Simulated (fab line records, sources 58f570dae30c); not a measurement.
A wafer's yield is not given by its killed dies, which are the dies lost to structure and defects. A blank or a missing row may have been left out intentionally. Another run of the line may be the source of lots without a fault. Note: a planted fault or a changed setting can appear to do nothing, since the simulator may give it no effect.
fab line records -- flow berkeleyCmos170
[record] lots = 5, wafers = 23
route steps=331 shown CONTACT@226 M1@250 V2@301
startH: hours from the record's first day to the start of the lot's first wafer shown -- waitH: time in hours since the lot's previous step -- " repeats the value in the row above -- L1.1+2: one row covering several wafers at once -- - no value present, or no start provided -- * or withheld: withheld -- < > ~ a bound
route shown NAME@n: NAME is a module with steps in the file, n the number in the route of the first one -- usual: mean and standard deviation over wafers with no fault -- same: alike in all rows -- chamber/n: place in a boat -- sites: per-site readings -- _std_site: the values' standard deviation -- _edge_site: outer sites' mean less inner sites' -- radiusMm: for every site, how far away it sits from the centre of the wafer -- mask NAME#n: copy n -- behind: the tool/chamber that last shaped the wafer -- hold: the reason the lot was held/the length of the hold in hours/how it ended -- device: transistor that didn't switch, given as n, p or np -- end of line: the same wafers' tests at the end of the route -- step lacking rows: just its recipe -- killed: not the wafer's yield, but the dies lost to structure and defects at the first sort -- map: dies across one wafer; x = killed, . = not, _ = none there
set.NAME: setting as actually run; set.NAME@STEP: the setting as run at that earlier step -- model.NAME: the simulator's own value behind a step, which no gauge read
lots whose settings were changed on purpose; a table a step, a row a wafer
[[steps]]
[step UCB170_CONTACT_COAT_10]
[recipe] resist = KrF, spinRpm = 1500, resistThkNm = 900
lot.wafer,tool,chamber,startH,waitH,set.resistThkNm,model.KrF_of_CONTACT_COAT_10.thkNm
L075.2,lithoTrack-02,0,-,-,900,902.6
L075.3,lithoTrack-02,0,-,-,900,901.4
L075.4,lithoTrack-02,0,-,-,900,901.5
L075.5,lithoTrack-02,0,-,-,900,900.7
L075.6,lithoTrack-02,0,-,-,900,901.1
L078.1,lithoTrack-03,0,-,-,920.9,922.3
L078.2,lithoTrack-03,0,-,-,900,896.3
L078.3,lithoTrack-03,0,-,-,900,900
L078.4,lithoTrack-03,0,-,-,900,898.6
L078.5,lithoTrack-03,0,-,-,920.9,918.6
L081.1,lithoTrack-03,0,-,-,900,899.5
L081.2,lithoTrack-03,0,-,-,940.8,939.2
L081.3,lithoTrack-03,0,-,-,900,900
L081.5,lithoTrack-03,0,-,-,940.8,936.9
L081.6,lithoTrack-03,0,-,-,900,898.1
L082.1,lithoTrack-01,0,-,-,900,897.5
L082.2,lithoTrack-01,0,-,-,900,896.9
L082.6,lithoTrack-01,0,-,-,900,900.6
L080.1,lithoTrack-02,0,-,-,914.9,916
L080.2,lithoTrack-02,0,-,-,914.9,917.6
L080.3,lithoTrack-02,0,-,-,900,901.5
L080.5,lithoTrack-02,0,-,-,900,902.4
L080.6,lithoTrack-02,0,-,-,914.9,916.8
[step UCB170_CONTACT_PEB_13]
[recipe] pebTempC = 130, pebTimeS = withheld, resist = KrF
lot.wafer,tool,chamber,startH,waitH,set.pebTempC
L075.2+3+4+5+6,lithoTrack-01,0,216.22,0.1,130
L078.1+2+5,lithoTrack-02,0,228.44,0.2,126.6
L078.3+4,lithoTrack-02,0,228.44,0.2,130
L081.1+2+3,lithoTrack-03,0,251.99,0.4,130
L081.5+6,lithoTrack-03,0,251.99,0.4,133.6
L082.1+2+6,lithoTrack-03,0,252.54,0.3,130
L080.1+2,lithoTrack-02,0,252.65,0.1,128.2
L080.3+5+6,lithoTrack-02,0,252.65,0.1,130
[step UCB170_CONTACT_DEVELOP_14]
[recipe] developer = TMAH, developTimeS = 45, resist = KrF, devTempC = 21
[step UCB170_CONTACT_CD_MEAS_15]
[recipe] targetCdNm = 700
[usual] cdNm = 700.5/1.6
lot.wafer,tool,chamber,startH,waitH,set.pebTempC@CONTACT_PEB_13,cdNm
L075.2,cdSem-02,-,216.49,-,130,701.6
L075.3,cdSem-02,-,216.49,-,130,703.5
L075.4,cdSem-02,-,216.49,-,130,702.2
L075.5,cdSem-02,-,216.49,-,130,700.8
L075.6,cdSem-02,-,216.49,-,130,702.2
L078.1,cdSem-02,-,228.72,-,126.6,671.1
L078.2,cdSem-02,-,228.72,-,126.6,672.9
L078.3,cdSem-02,-,228.72,-,130,699.4
L078.4,cdSem-02,-,228.72,-,130,699.0
L078.5,cdSem-02,-,228.72,-,126.6,672.7
L081.1,cdSem-02,-,252.26,-,130,702.7
L081.2,cdSem-02,-,252.26,-,130,700.7
L081.3,cdSem-02,-,252.26,-,130,702.6
L081.5,cdSem-02,-,252.26,-,133.6,720.9
L081.6,cdSem-02,-,252.26,-,133.6,723.1
L082.1,cdSem-01,-,252.89,-,130,701.4
L082.2,cdSem-01,-,252.89,-,130,701.9
L082.6,cdSem-01,-,252.89,-,130,703.2
L080.1,cdSem-01,-,253.01,-,128.2,685.8
L080.2,cdSem-01,-,253.01,-,128.2,686.6
L080.3,cdSem-01,-,253.01,-,130,698.5
L080.5,cdSem-01,-,253.01,-,130,699.9
L080.6,cdSem-01,-,253.01,-,130,700.3
[step UCB170_CONTACT_ETCH_17]
[recipe] chemistry = N2/H2, targetDepthA = withheld, overetchA = withheld, target = BARC, timeS = withheld, sourceW = 500, biasW = 100, pressureMtorr = 30, n2FlowSccm = 100, h2FlowSccm = 200
lot.wafer,tool,chamber,startH,waitH,set.pebTempC@CONTACT_PEB_13,model.CONTACT.cdNm
L075.2,rieDiel-04,3,216.62,0.0,130,701.4
L075.3,rieDiel-04,2,216.62,0.0,130,703.4
L075.4,rieDiel-04,1,216.62,0.0,130,702.8
L075.5,rieDiel-04,1,216.62,0.0,130,701.5
L075.6,rieDiel-04,2,216.62,0.0,130,702.4
L078.1,rieDiel-03,3,228.87,0.0,126.6,671.3
L078.2,rieDiel-03,1,228.87,0.0,126.6,671.9
L078.3,rieDiel-03,2,228.87,0.0,130,698.8
L078.4,rieDiel-03,0,228.87,0.0,130,698.3
L078.5,rieDiel-03,0,228.87,0.0,126.6,672.1
L081.1,rieDiel-01,3,252.42,0.0,130,702.6
L081.2,rieDiel-01,0,252.42,0.0,130,701
L081.3,rieDiel-01,2,252.42,0.0,130,704.7
L081.5,rieDiel-01,3,252.42,0.0,133.6,720.4
L081.6,rieDiel-01,0,252.42,0.0,133.6,723.6
L082.1,rieDiel-04,0,253.05,0.0,130,700.5
L082.2,rieDiel-04,1,253.05,0.0,130,702.8
L082.6,rieDiel-04,0,253.05,0.0,130,702.3
L080.1,rieDiel-01,3,253.17,0.0,128.2,685.6
L080.2,rieDiel-01,1,253.17,0.0,128.2,686.2
L080.3,rieDiel-01,2,253.17,0.0,130,700.1
L080.5,rieDiel-01,0,253.17,0.0,130,699.5
L080.6,rieDiel-01,1,253.17,0.0,130,700
[step UCB170_CONTACT_ETCH_18]
[recipe] chemistry = CHF3/CF4/Ar, target = PSG, stopOn = TiSi2, CHF3_flow_sccm = 45, cf4FlowSccm = 15, Ar_flow_sccm = 150, pressureMtorr = 200, rfW = 700, targetDepthA = 8400, overEtchFrac = 0.2, timeS = 195
lot.wafer,tool,chamber,startH,waitH,set.resistThkNm@CONTACT_COAT_10,set.pebTempC@CONTACT_PEB_13,model.KrF_of_CONTACT_COAT_10.thkNm,model.CONTACT.cdNm
L075.2,rieDiel-04,3,-,-,900,130,691,701.1
L075.3,rieDiel-04,2,-,-,900,130,691.1,704.6
L075.4,rieDiel-04,1,-,-,900,130,685.9,702.9
L075.5,rieDiel-04,1,-,-,900,130,687.6,701.3
L075.6,rieDiel-04,2,-,-,900,130,689.2,703.4
L078.1,rieDiel-03,3,-,-,920.9,126.6,716.9,671.4
L078.2,rieDiel-03,1,-,-,900,126.6,691.1,670.2
L078.3,rieDiel-03,2,-,-,900,130,696.6,699.6
L078.4,rieDiel-03,0,-,-,900,130,686.2,698.7
L078.5,rieDiel-03,0,-,-,920.9,126.6,706.9,672.5
L081.1,rieDiel-01,3,-,-,900,130,692.1,702.8
L081.2,rieDiel-01,0,-,-,940.8,130,731.2,701.6
L081.3,rieDiel-01,2,-,-,900,130,692.3,703.7
L081.5,rieDiel-01,3,-,-,940.8,133.6,729.8,720.6
L081.6,rieDiel-01,0,-,-,900,133.6,689,724
L082.1,rieDiel-04,0,-,-,900,130,695.5,700
L082.2,rieDiel-04,1,-,-,900,130,684.5,703.2
L082.6,rieDiel-04,0,-,-,900,130,700.9,702.1
L080.1,rieDiel-01,3,-,-,914.9,128.2,708.4,685.6
L080.2,rieDiel-01,1,-,-,914.9,128.2,708.4,686.1
L080.3,rieDiel-01,2,-,-,900,130,696,699
L080.5,rieDiel-01,0,-,-,900,130,694.9,699.7
L080.6,rieDiel-01,1,-,-,914.9,130,708.5,699.9
[step UCB170_CONTACT_STRIP_19]
[recipe] chemistry = O2, powerW = 400, pressureMtorr = 3500, platenTempC = withheld, o2FlowSccm = 400, overashFraction = 0.5
[step UCB170_CONTACT_CD_MEAS_90]
[recipe] targetCdNm = 700
[usual] cdNm = 700.7/1.8
lot.wafer,tool,chamber,startH,waitH,set.pebTempC@CONTACT_PEB_13,cdNm
L075.2,cdSem-02,-,216.91,0.1,130,701.2
L075.3,cdSem-02,-,216.91,0.1,130,704.7
L075.4,cdSem-02,-,216.91,0.1,130,703.1
L075.5,cdSem-02,-,216.91,0.1,130,701.1
L075.6,cdSem-02,-,216.91,0.1,130,703.5
L078.1,cdSem-01,-,229.14,0.1,126.6,671.4
L078.2,cdSem-01,-,229.14,0.1,126.6,670.0
L078.3,cdSem-01,-,229.14,0.1,130,699.7
L078.4,cdSem-01,-,229.14,0.1,130,698.7
L078.5,cdSem-01,-,229.14,0.1,126.6,672.4
L081.1,cdSem-02,-,252.69,0.1,130,702.8
L081.2,cdSem-02,-,252.69,0.1,130,701.5
L081.3,cdSem-02,-,252.69,0.1,130,704.1
L081.5,cdSem-02,-,252.69,0.1,133.6,720.4
L081.6,cdSem-02,-,252.69,0.1,133.6,724.0
L082.1,cdSem-02,-,253.32,0.1,130,700.3
L082.2,cdSem-02,-,253.32,0.1,130,703.4
L082.6,cdSem-02,-,253.32,0.1,130,702.3
L080.1,cdSem-01,-,253.44,0.1,128.2,686.0
L080.2,cdSem-01,-,253.44,0.1,128.2,685.9
L080.3,cdSem-01,-,253.44,0.1,130,698.8
L080.5,cdSem-01,-,253.44,0.1,130,699.3
L080.6,cdSem-01,-,253.44,0.1,130,700.0
[step UCB170_M1_METAL_ETCH_12]
[recipe] chemistry = Cl2/BCl3, target = Al, stopOn = PSG, pressureMtorr = 12, targetDepthA = 7800, overEtchFrac = 0.3, timeS = 130, icpW = 600, biasW = 120, Cl2_flow_sccm = 90, bcl3FlowSccm = 45
lot.wafer,tool,chamber,startH,waitH,set.timeS,model.KrF_of_M1_COAT_04.thkNm
L075.2,rieMetal-02,1,218.51,-,130,442.4
L075.3,rieMetal-02,1,218.51,-,137.4,417
L075.4,rieMetal-02,0,218.51,-,130,420.5
L075.5,rieMetal-02,1,218.51,-,130,439.2
L075.6,rieMetal-02,0,218.51,-,137.4,389.5
L078.1,rieMetal-01,0,231.18,-,146.3,366
L078.2,rieMetal-01,1,231.18,-,146.3,353
L078.3,rieMetal-01,1,231.18,-,146.3,352.8
L078.4,rieMetal-01,0,231.18,-,130,426.5
L078.5,rieMetal-01,1,231.18,-,130,411.2
L081.1,rieMetal-02,1,255.62,-,143.1,386.6
L081.2,rieMetal-02,0,255.62,-,143.1,374.1
L081.3,rieMetal-02,0,255.62,-,130,417.7
L081.5,rieMetal-02,1,255.62,-,130,437.7
L081.6,rieMetal-02,0,255.62,-,143.1,369.1
L082.1,rieMetal-01,0,257.17,-,130,433.6
L082.2,rieMetal-01,1,257.17,-,130,423.4
L082.6,rieMetal-01,1,257.17,-,130,423.8
L080.1,rieMetal-04,0,257.41,-,148.6,392.3
L080.2,rieMetal-04,1,257.41,-,130,447.2
L080.3,rieMetal-04,1,257.41,-,130,447.8
L080.5,rieMetal-04,0,257.41,-,130,456.5
L080.6,rieMetal-04,1,257.41,-,148.6,386.1
[step UCB170_V2_EXPOSE_09]
[recipe] maskId = VIA2, targetCdNm = 700, na = 0.5, sigmaOuter = 0.6, sourceShape = conventional, doseMj = 37
lot.wafer,tool,chamber,startH,waitH,mask,set.doseMj
L075.2+3,krfScanner-01,0,228.71,0.2,VIA2#0,38.82
L075.4+5+6,krfScanner-01,0,228.71,0.2,VIA2#0,37
L078.1+4+5,krfScanner-02,0,240.63,0.2,VIA2#0,38.04
L078.2+3,krfScanner-02,0,240.63,0.2,VIA2#0,37
L081.1+2+3,krfScanner-02,0,273.84,0.1,VIA2#0,34.77
L081.5+6,krfScanner-02,0,273.84,0.1,VIA2#0,37
L082.1+2+6,krfScanner-02,0,276.87,0.2,VIA2#0,37
L080.1+2,krfScanner-02,0,276.99,0.3,VIA2#0,37
L080.3+5+6,krfScanner-02,0,276.99,0.3,VIA2#0,39.28
[step UCB170_V2_PEB_10]
[recipe] pebTempC = 130, pebTimeS = withheld, resist = KrF
[step UCB170_V2_DEVELOP_11]
[recipe] developer = TMAH, developTimeS = 45, resist = KrF, devTempC = 21
[step UCB170_V2_CD_MEAS_12]
[recipe] targetCdNm = 700
[usual] cdNm = 699.7/1.7
lot.wafer,tool,chamber,startH,waitH,set.doseMj@V2_EXPOSE_09,cdNm
L075.2,cdSem-02,-,229.11,-,38.82,709.2
L075.3,cdSem-02,-,229.11,-,38.82,709.2
L075.4,cdSem-02,-,229.11,-,37,699.6
L075.5,cdSem-02,-,229.11,-,37,701.9
L075.6,cdSem-02,-,229.11,-,37,701.7
L078.1,cdSem-02,-,241.34,-,38.04,703.2
L078.2,cdSem-02,-,241.34,-,37,698.3
L078.3,cdSem-02,-,241.34,-,37,697.8
L078.4,cdSem-02,-,241.34,-,38.04,703.0
L078.5,cdSem-02,-,241.34,-,38.04,702.8
L081.1,cdSem-02,-,274.24,-,34.77,688.4
L081.2,cdSem-02,-,274.24,-,34.77,687.8
L081.3,cdSem-02,-,274.24,-,34.77,687.9
L081.5,cdSem-02,-,274.24,-,37,699.5
L081.6,cdSem-02,-,274.24,-,37,699.0
L082.1,cdSem-01,-,277.75,-,37,700.5
L082.2,cdSem-01,-,277.75,-,37,700.5
L082.6,cdSem-01,-,277.75,-,37,699.9
L080.1,cdSem-01,-,277.90,-,37,700.6
L080.2,cdSem-01,-,277.90,-,37,698.1
L080.3,cdSem-01,-,277.90,-,39.28,709.2
L080.5,cdSem-01,-,277.90,-,39.28,709.4
L080.6,cdSem-01,-,277.90,-,39.28,708.1
[step UCB170_V2_ETCH_14]
[recipe] chemistry = CHF3/CF4/Ar, target = SiO2, stopOn = Al, CHF3_flow_sccm = 45, cf4FlowSccm = 15, Ar_flow_sccm = 150, pressureMtorr = 200, rfW = 712.4, targetDepthA = 12500, overEtchFrac = 0.25, timeS = 291
lot.wafer,tool,chamber,startH,waitH,set.doseMj@V2_EXPOSE_09,model.V2.cdNm
L075.2,rieDiel-01,2,229.24,0.0,38.82,710.6
L075.3,rieDiel-01,0,229.24,0.0,38.82,709.5
L075.4,rieDiel-01,1,229.24,0.0,37,701.3
L075.5,rieDiel-01,3,229.24,0.0,37,702.8
L075.6,rieDiel-01,0,229.24,0.0,37,702.2
L078.1,rieDiel-04,3,241.49,0.0,38.04,705.9
L078.2,rieDiel-04,1,241.49,0.0,37,699.6
L078.3,rieDiel-04,2,241.49,0.0,37,698.2
L078.4,rieDiel-04,0,241.49,0.0,38.04,702.9
L078.5,rieDiel-04,0,241.49,0.0,38.04,702.1
L081.1,rieDiel-04,2,274.40,0.0,34.77,688.6
L081.2,rieDiel-04,3,274.40,0.0,34.77,689.9
L081.3,rieDiel-04,0,274.40,0.0,34.77,687.6
L081.5,rieDiel-04,0,274.40,0.0,37,699.6
L081.6,rieDiel-04,3,274.40,0.0,37,700.8
L082.1,rieDiel-01,1,277.91,0.0,37,701.3
L082.2,rieDiel-01,2,277.91,0.0,37,700.6
L082.6,rieDiel-01,1,277.91,0.0,37,700.5
L080.1,rieDiel-03,0,278.06,0.0,37,701.9
L080.2,rieDiel-03,1,278.06,0.0,37,696.9
L080.3,rieDiel-03,2,278.06,0.0,39.28,709
L080.5,rieDiel-03,2,278.06,0.0,39.28,709.2
L080.6,rieDiel-03,1,278.06,0.0,39.28,707
[step UCB170_V2_STRIP_15]
[recipe] chemistry = O2, powerW = 400, pressureMtorr = 3500, platenTempC = withheld, o2FlowSccm = 400, overashFraction = 0.5
[step UCB170_V2_CD_MEAS_90]
[recipe] targetCdNm = 700
[usual] cdNm = 700.2/1.8
lot.wafer,tool,chamber,startH,waitH,set.doseMj@V2_EXPOSE_09,cdNm
L075.2,cdSem-01,-,229.54,0.1,38.82,710.7
L075.3,cdSem-01,-,229.54,0.1,38.82,709.3
L075.4,cdSem-01,-,229.54,0.1,37,701.3
L075.5,cdSem-01,-,229.54,0.1,37,702.8
L075.6,cdSem-01,-,229.54,0.1,37,702.0
L078.1,cdSem-01,-,241.77,0.1,38.04,706.3
L078.2,cdSem-01,-,241.77,0.1,37,699.7
L078.3,cdSem-01,-,241.77,0.1,37,698.2
L078.4,cdSem-01,-,241.77,0.1,38.04,703.0
L078.5,cdSem-01,-,241.77,0.1,38.04,702.1
L081.1,cdSem-02,-,274.67,0.1,34.77,688.5
L081.2,cdSem-02,-,274.67,0.1,34.77,689.9
L081.3,cdSem-02,-,274.67,0.1,34.77,687.5
L081.5,cdSem-02,-,274.67,0.1,37,699.5
L081.6,cdSem-02,-,274.67,0.1,37,700.9
L082.1,cdSem-02,-,278.21,0.1,37,701.1
L082.2,cdSem-02,-,278.21,0.1,37,700.6
L082.6,cdSem-02,-,278.21,0.1,37,700.8
L080.1,cdSem-01,-,278.42,0.1,37,701.8
L080.2,cdSem-01,-,278.42,0.1,37,696.8
L080.3,cdSem-01,-,278.42,0.1,39.28,709.6
L080.5,cdSem-01,-,278.42,0.1,39.28,709.4
L080.6,cdSem-01,-,278.42,0.1,39.28,707.2
[[key]]
[split] step = UCB170_CONTACT_COAT_10, setting = resistThkNm, stated = 900, by = wafer
[response] step = UCB170_CONTACT_COAT_10, reading = model.KrF_of_CONTACT_COAT_10.thkNm, change = +8.8, per = 1%, r = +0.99
[response] step = UCB170_CONTACT_ETCH_18, reading = model.KrF_of_CONTACT_COAT_10.thkNm, change = +8.65, per = 1%, r = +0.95
[split] step = UCB170_CONTACT_PEB_13, setting = pebTempC, stated = 130, by = wafer
[response] step = UCB170_CONTACT_CD_MEAS_15, reading = cdNm, change = +8.81, per = 1%, r = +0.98
[response] step = UCB170_CONTACT_ETCH_17, reading = model.CONTACT.cdNm, change = +8.69, per = 1%, r = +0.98
[response] step = UCB170_CONTACT_ETCH_18, reading = model.CONTACT.cdNm, change = +8.89, per = 1%, r = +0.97
[response] step = UCB170_CONTACT_CD_MEAS_90, reading = cdNm, change = +8.85, per = 1%, r = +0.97
[split] step = UCB170_M1_METAL_ETCH_12, setting = timeS, stated = 130, by = wafer
[response] step = UCB170_M1_METAL_ETCH_12, reading = model.KrF_of_M1_COAT_04.thkNm, change = -4.72, per = 1%, r = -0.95
[split] step = UCB170_V2_EXPOSE_09, setting = doseMj, stated = 37, by = wafer
[response] step = UCB170_V2_CD_MEAS_12, reading = cdNm, change = +1.69, per = 1%, r = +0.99
[response] step = UCB170_V2_ETCH_14, reading = model.V2.cdNm, change = +1.67, per = 1%, r = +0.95
[response] step = UCB170_V2_CD_MEAS_90, reading = cdNm, change = +1.7, per = 1%, r = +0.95
